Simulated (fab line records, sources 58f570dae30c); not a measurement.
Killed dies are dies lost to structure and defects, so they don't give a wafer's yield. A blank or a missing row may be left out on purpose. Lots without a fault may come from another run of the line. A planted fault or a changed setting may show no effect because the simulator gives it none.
Which tool did it? | flow berkeley_cmos170 | 24 lots, 72 wafers sampled, at 6 steps of a route of 331

WHAT THE GAUGES READ, wafer by wafer
UCB170_PVT_OVL_MEAS_06. Usual: PVT_OVL 0 nm, standard deviation 5.4.
lot  | measured     | on         | PVT_OVL (nm) | flag
L074 | day 6 10:11  | overlay-02 | -2 -3 -1     |
L075 | day 6 20:09  | overlay-01 | -4 -3 -12    |
L076 | day 6 20:41  | overlay-01 | -8 -6 -3     |
L077 | day 7 11:53  | overlay-02 | 11 15 5      |
L078 | day 7 12:19  | overlay-01 | 3 -4 -2      |
L079 | day 7 21:46  | overlay-02 | -6 -2 -4     |
L080 | day 8 07:10  | overlay-01 | -5 -2 9      |
L081 | day 8 06:52  | overlay-02 | -1 4 -5      |
L082 | day 8 11:02  | overlay-02 | 1 1 -8       |
L083 | day 8 11:19  | overlay-01 | -9 -5 -12    |
L084 | day 8 20:42  | overlay-02 | -3 -3 0      |
L085 | day 8 20:19  | overlay-01 | -1 7 -3      |
L086 | day 8 21:20  | overlay-02 | 3 3 -4       |
L087 | day 9 07:55  | overlay-01 | -7 0 -2      |
L089 | day 9 08:47  | overlay-01 | -5 2 3       |
L088 | day 9 08:19  | overlay-02 | 3 6 7        |
L090 | day 10 08:01 | overlay-02 | 7 2 4        |
L091 | day 10 08:08 | overlay-01 | 3 -7 4       |
L092 | day 10 07:51 | overlay-01 | -4 -7 4      |
L093 | day 10 13:49 | overlay-01 | -1 0 0       |
L094 | day 10 14:17 | overlay-01 | 2 11 0       |
L095 | day 11 14:04 | overlay-02 | -6 3 2       |
L096 | day 11 14:22 | overlay-02 | 2 2 -3       |
L097 | day 11 14:13 | overlay-02 | 1 1 -2       |

UCB170_GATE_OVL_MEAS_13. Usual: GATE_OVL 1 nm, standard deviation 5.1.
lot  | measured     | on         | GATE_OVL (nm) | flag
L074 | day 7 01:13  | overlay-02 | 6 -1 6        |
L075 | day 7 12:01  | overlay-02 | 1 5 1         |
L076 | day 7 11:57  | overlay-01 | -3 -4 -6      |
L077 | day 8 03:54  | overlay-01 | 5 4 7         |
L078 | day 8 04:08  | overlay-02 | 1 1 3         |
L079 | day 8 14:12  | overlay-02 | 4 3 4         |
L080 | day 8 22:25  | overlay-01 | 7 16 6        |
L081 | day 8 22:31  | overlay-02 | -2 1 3        |
L082 | day 8 22:52  | overlay-02 | 8 4 7         |
L083 | day 8 22:44  | overlay-01 | 6 13 0        |
L084 | day 9 14:33  | overlay-02 | 1 2 -4        |
L085 | day 9 14:26  | overlay-01 | -1 6 1        |
L086 | day 9 14:10  | overlay-02 | 0 -1 6        |
L087 | day 10 01:51 | overlay-01 | -4 -3 3       |
L089 | day 10 02:10 | overlay-01 | -1 -6 0       |
L088 | day 10 02:27 | overlay-02 | -5 2 3        |
L090 | day 11 02:16 | overlay-01 | 6 3 3         |
L091 | day 11 01:47 | overlay-02 | -4 -4 -8      |
L092 | day 11 02:03 | overlay-02 | 14 11 4       |
L093 | day 11 08:29 | overlay-01 | -1 -9 -2      |
L094 | day 11 08:44 | overlay-02 | -1 11 7       |
L095 | day 12 09:47 | overlay-01 | 4 2 7         |
L096 | day 12 10:03 | overlay-02 | 0 -6 6        |
L097 | day 12 10:20 | overlay-02 | 1 0 -6        |

UCB170_M3_BOW_MEAS_20. Usual: M3_BOW 34 um, standard deviation 7.
lot  | measured     | on            | M3_BOW (um) | flag
L074 | day 8 15:53  | film_metro-02 | 25 28 24    |
L075 | day 9 04:50  | film_metro-04 | 31 34 33    |
L076 | day 9 05:50  | film_metro-02 | 38 32 36    |
L077 | day 9 15:55  | film_metro-02 | 32 39 31    |
L078 | day 9 17:02  | film_metro-04 | 43 36 33    |
L079 | day 10 00:13 | film_metro-02 | 41 36 45    |
L080 | day 10 12:00 | film_metro-03 | 39 26 30    |
L081 | day 10 16:44 | film_metro-03 | 20 37 37    |
L082 | day 10 17:46 | film_metro-02 | 47 40 46    |
L083 | day 10 15:30 | film_metro-02 | 35 42 50    |
L084 | day 11 02:56 | film_metro-04 | 47 16 35    |
L085 | day 11 04:36 | film_metro-04 | 34 26 33    |
L086 | day 11 01:13 | film_metro-04 | 34 37 28    |
L087 | day 11 16:48 | film_metro-02 | 41 26 28    |
L089 | day 11 14:34 | film_metro-04 | 37 26 25    |
L088 | day 11 16:35 | film_metro-04 | 33 41 38    |
L090 | day 12 20:06 | film_metro-04 | 40 33 40    |
L091 | day 12 16:26 | film_metro-04 | 33 31 43    |
L092 | day 12 18:04 | film_metro-02 | 35 37 30    |
L093 | day 12 21:56 | film_metro-02 | 26 36 28    |
L094 | day 12 23:22 | film_metro-03 | 46 40 36    |
L095 | day 14 02:26 | film_metro-03 | 30 39 22    |
L096 | day 14 02:16 | film_metro-02 | 48 42 30    |
L097 | day 14 07:57 | film_metro-03 | 34 21 28    |

WHICH TOOL RAN EACH LOT (tool, then ch and the chambers of the sampled wafers, then the start)
lot  | UCB170_NWELL_ETCH_13              | UCB170_GATE_ETCH_15              | UCB170_NSD_STRIP_09
L074 | rie_diel-01 ch 0,1,3, day 2 09:37 | rie_si-01 ch 0,2,3, day 7 01:18  | plasma_asher-03 ch 1, day 7 16:20
L075 | rie_diel-04 ch 2,3, day 2 20:50   | rie_si-01 ch 0,3, day 7 12:05    | plasma_asher-02 ch 0,1, day 8 02:34
L076 | rie_diel-01 ch 1,2, day 2 20:57   | rie_si-02 ch 0,2, day 7 12:02    | plasma_asher-03 ch 0,1, day 8 02:11
L077 | rie_diel-02 ch 1,2, day 3 04:58   | rie_si-02 ch 1,2, day 8 03:59    | plasma_asher-04 ch 0,1, day 8 17:59
L078 | rie_diel-01 ch 1,2,3, day 3 05:05 | rie_si-01 ch 1,2,3, day 8 04:13  | plasma_asher-02 ch 0,1, day 8 18:14
L079 | rie_diel-01 ch 1,2,3, day 3 17:48 | rie_si-02 ch 1,2,3, day 8 14:17  | plasma_asher-02 ch 0,1, day 9 03:04
L080 | rie_diel-02 ch 0,2,3, day 4 06:41 | rie_si-01 ch 0,1, day 8 22:29    | plasma_asher-04 ch 0,1, day 9 13:16
L081 | rie_diel-01 ch 2,3, day 4 06:47   | rie_si-02 ch 0,1,2, day 8 22:36  | plasma_asher-03 ch 0,1, day 9 13:59
L082 | rie_diel-01 ch 0,1,2, day 4 12:02 | rie_si-02 ch 0,1,3, day 8 22:56  | plasma_asher-02 ch 0,1, day 9 14:17
L083 | rie_diel-02 ch 0,2, day 4 12:23   | rie_si-01 ch 0,1, day 8 22:49    | plasma_asher-02 ch 0,1, day 9 13:32
L084 | rie_diel-04 ch 1,2, day 4 21:47   | rie_si-01 ch 0,1,2, day 9 14:38  | plasma_asher-03 ch 0,1, day 10 03:25
L085 | rie_diel-02 ch 0,1,3, day 4 21:53 | rie_si-02 ch 0,2,3, day 9 14:31  | plasma_asher-04 ch 0,1, day 10 04:34
L086 | rie_diel-04 ch 2,3, day 5 02:08   | rie_si-01 ch 1,2, day 9 14:14    | plasma_asher-04 ch 0,1, day 10 04:05
L087 | rie_diel-02 ch 0,2,3, day 5 02:15 | rie_si-02 ch 0,2,3, day 10 01:56 | plasma_asher-04 ch 0,1, day 10 16:25
L089 | rie_diel-04 ch 1,3, day 5 12:31   | rie_si-01 ch 0,1,3, day 10 02:15 | plasma_asher-03 ch 0,1, day 10 17:09
L088 | rie_diel-01 ch 1,2,3, day 5 12:46 | rie_si-02 ch 1,2, day 10 02:32   | plasma_asher-02 ch 0,1, day 10 17:16
L090 | rie_diel-04 ch 1,2,3, day 6 01:58 | rie_si-01 ch 2,3, day 11 02:20   | plasma_asher-02 ch 0,1, day 11 19:17
L091 | rie_diel-01 ch 0,1,3, day 6 02:15 | rie_si-01 ch 0,1,2, day 11 01:52 | plasma_asher-03 ch 0,1, day 11 15:25
L092 | rie_diel-04 ch 2,3, day 6 02:31   | rie_si-02 ch 0,3, day 11 02:08   | plasma_asher-02 ch 0,1, day 11 19:03
L093 | rie_diel-02 ch 0,1,3, day 6 15:14 | rie_si-02 ch 0,1,3, day 11 08:32 | plasma_asher-04 ch 0,1, day 11 22:34
L094 | rie_diel-01 ch 0,3, day 6 18:54   | rie_si-01 ch 2,3, day 11 08:50   | plasma_asher-03 ch 0,1, day 11 22:16
L095 | rie_diel-01 ch 0,2, day 7 06:14   | rie_si-02 ch 0,2, day 12 09:51   | plasma_asher-03 ch 0,1, day 12 23:28
L096 | rie_diel-02 ch 0,1,2, day 7 06:24 | rie_si-01 ch 1,2,3, day 12 10:08 | plasma_asher-04 ch 0,1, day 12 23:20
L097 | rie_diel-04 ch 0,1,3, day 7 06:24 | rie_si-01 ch 0,3, day 12 10:24   | plasma_asher-04 ch 0,1, day 12 23:46
- UCB170_NWELL_ETCH_13: etches Si3N4 in CH3F/Ar/O2, stops on SiO2, target depth 246.4 nm, time 154 s.
- UCB170_GATE_ETCH_15: etches poly-Si in HBr/Cl2, stops on SiO2, time 56.3 s, target depth 278.2 nm.
- UCB170_NSD_STRIP_09: strips in O2.

WHAT THE TOOLS THEMSELVES READ (means of the sampled wafers that have a number; where no wafer has one, the mark that the record gives instead)
UCB170_NWELL_ETCH_13. Usual: CH3F_flow_sccm 20.01 sccm, standard deviation 0.06; drypump_motor_current_A 5.6 A, standard deviation 0.38; oes_product_au 0.952 a.u., standard deviation 0.018; throttle_valve_pct 8.02 %, standard deviation 0.1.
lot  | tool        | CH3F_flow_sccm (sccm) | drypump_motor_current_A (A) | oes_product_au (a.u.) | throttle_valve_pct (%) | flag
L074 | rie_diel-01 | 20.04                 | 5.7                         | 0.944                 | 8.02                   |
L075 | rie_diel-04 | 20.04                 | 5.9                         | 0.977                 | 8.04                   |
L076 | rie_diel-01 | 19.95                 | 5.5                         | 0.945                 | 7.96                   |
L077 | rie_diel-02 | 20.00                 | 5.2                         | 0.944                 | 8.03                   |
L078 | rie_diel-01 | 20.04                 | 5.7                         | 0.956                 | 7.94                   |
L079 | rie_diel-01 | 19.99                 | 5.7                         | 0.945                 | 7.93                   |
L080 | rie_diel-02 | 20.00                 | 5.6                         | 0.961                 | 7.96                   |
L081 | rie_diel-01 | 19.99                 | 5.3                         | 0.961                 | 7.90                   |
L082 | rie_diel-01 | 19.98                 | 5.5                         | 0.938                 | 8.04                   |
L083 | rie_diel-02 | 19.98                 | 5.8                         | 0.952                 | 7.93                   |
L084 | rie_diel-04 | 20.02                 | 5.5                         | 0.952                 | 8.12                   |
L085 | rie_diel-02 | 20.04                 | 5.4                         | 0.944                 | 7.96                   |
L086 | rie_diel-04 | 20.04                 | 5.7                         | 0.961                 | 8.05                   |
L087 | rie_diel-02 | 20.01                 | 5.6                         | 0.967                 | 7.96                   |
L089 | rie_diel-04 | 20.02                 | 5.6                         | 0.964                 | 8.15                   |
L088 | rie_diel-01 | 19.98                 | 5.7                         | 0.952                 | 7.94                   |
L090 | rie_diel-04 | 20.04                 | 5.6                         | 0.966                 | 8.10                   |
L091 | rie_diel-01 | 19.96                 | 5.8                         | 0.930                 | 8.02                   |
L092 | rie_diel-04 | 20.03                 | 5.8                         | 0.967                 | 8.06                   |
L093 | rie_diel-02 | 20.02                 | 5.4                         | 0.948                 | 7.95                   |
L094 | rie_diel-01 | 20.08                 | 5.6                         | 0.960                 | 7.97                   |
L095 | rie_diel-01 | 20.00                 | 5.2                         | 0.943                 | 7.99                   |
L096 | rie_diel-02 | 20.00                 | 5.5                         | 0.952                 | 7.99                   |
L097 | rie_diel-04 | 20.01                 | 5.7                         | 0.953                 | 8.08                   |

UCB170_GATE_ETCH_15. Usual: drypump_motor_current_A 5.5 A, standard deviation 0.36; oes_product_au 0.832 a.u., standard deviation 0.016; throttle_valve_pct 26.4 %, standard deviation 0.3.
lot  | tool      | drypump_motor_current_A (A) | oes_product_au (a.u.) | throttle_valve_pct (%) | flag
L074 | rie_si-01 | 5.6                         | 0.835                 | 26.3                   |
L075 | rie_si-01 | 5.5                         | 0.816                 | 26.2                   |
L076 | rie_si-02 | 5.6                         | 0.857                 | 26.6                   |
L077 | rie_si-02 | 5.4                         | 0.847                 | 26.6                   |
L078 | rie_si-01 | 5.7                         | 0.824                 | 26.1                   |
L079 | rie_si-02 | 5.5                         | 0.831                 | 26.7                   |
L080 | rie_si-01 | 5.0                         | 0.804                 | 26.5                   |
L081 | rie_si-02 | 5.5                         | 0.844                 | 26.6                   |
L082 | rie_si-02 | 5.5                         | 0.839                 | 26.7                   |
L083 | rie_si-01 | 5.0                         | 0.803                 | 26.5                   |
L084 | rie_si-01 | 5.4                         | 0.818                 | 26.3                   |
L085 | rie_si-02 | 5.6                         | 0.848                 | 26.6                   |
L086 | rie_si-01 | 5.5                         | 0.813                 | 26.2                   |
L087 | rie_si-02 | 5.7                         | 0.843                 | 26.6                   |
L089 | rie_si-01 | 5.3                         | 0.814                 | 26.2                   |
L088 | rie_si-02 | 5.3                         | 0.835                 | 26.6                   |
L090 | rie_si-01 | 6.0                         | 0.839                 | 26.2                   |
L091 | rie_si-01 | 5.4                         | 0.823                 | 26.4                   |
L092 | rie_si-02 | 5.7                         | 0.845                 | 26.6                   |
L093 | rie_si-02 | 5.5                         | 0.840                 | 26.6                   |
L094 | rie_si-01 | 5.9                         | 0.839                 | 26.0                   |
L095 | rie_si-02 | 5.6                         | 0.838                 | 26.6                   |
L096 | rie_si-01 | 5.7                         | 0.835                 | 26.0                   |
L097 | rie_si-01 | 5.5                         | 0.839                 | 26.0                   |

UCB170_NSD_STRIP_09. Usual: drypump_motor_current_A 5.54 A, standard deviation 0.26; oes_product_au 0.534 a.u., standard deviation 0.0043; strip_time_to_endpoint_s 35.83 s, standard deviation 0.064.
lot  | tool            | drypump_motor_current_A (A) | oes_product_au (a.u.) | strip_time_to_endpoint_s (s) | flag
L074 | plasma_asher-03 | 5.37                        | 0.535                 | 35.82                        |
L075 | plasma_asher-02 | 5.40                        | 0.537                 | 35.85                        |
L076 | plasma_asher-03 | 5.46                        | 0.532                 | 35.81                        |
L077 | plasma_asher-04 | 5.73                        | 0.533                 | 35.84                        |
L078 | plasma_asher-02 | 5.38                        | 0.535                 | 35.79                        |
L079 | plasma_asher-02 | 5.67                        | 0.535                 | 35.85                        |
L080 | plasma_asher-04 | 5.58                        | 0.531                 | 35.83                        |
L081 | plasma_asher-03 | 5.41                        | 0.530                 | 35.77                        |
L082 | plasma_asher-02 | 5.42                        | 0.534                 | 35.74                        |
L083 | plasma_asher-02 | 5.65                        | 0.533                 | 35.75                        |
L084 | plasma_asher-03 | 5.41                        | 0.531                 | 35.93                        |
L085 | plasma_asher-04 | 5.59                        | 0.531                 | 35.82                        |
L086 | plasma_asher-04 | 5.58                        | 0.534                 | 35.74                        |
L087 | plasma_asher-04 | 5.70                        | 0.532                 | 35.81                        |
L089 | plasma_asher-03 | 5.39                        | 0.538                 | 35.83                        |
L088 | plasma_asher-02 | 5.40                        | 0.535                 | 35.88                        |
L090 | plasma_asher-02 | 5.64                        | 0.535                 | 35.79                        |
L091 | plasma_asher-03 | 5.41                        | 0.535                 | 35.73                        |
L092 | plasma_asher-02 | 5.42                        | 0.536                 | 35.88                        |
L093 | plasma_asher-04 | 5.70                        | 0.536                 | 35.88                        |
L094 | plasma_asher-03 | 5.40                        | 0.535                 | 35.84                        |
L095 | plasma_asher-03 | 5.46                        | 0.535                 | 35.87                        |
L096 | plasma_asher-04 | 5.59                        | 0.535                 | 35.85                        |
L097 | plasma_asher-04 | 5.73                        | 0.531                 | 35.95                        |

THE ANSWER, worked out from the rows above alone
Rule: a lot is off if the mean of its wafers that have a number lies more than 3 standard deviations from the usual mean. A lot without any number at a reading at which 4 lots or more have one is off too. The other lots that the step has rows for count as sound. The gauges are gone through in route order, then the tools' own readings, and for those a lot's mean is taken as printed above. The first step at which some lot is off is used, and at that step the reading that is off furthest; a lot without a number counts as furthest.
No lot is off at any reading shown: from this, nothing can be told.

WHAT THE SIMULATOR HAD PUT IN
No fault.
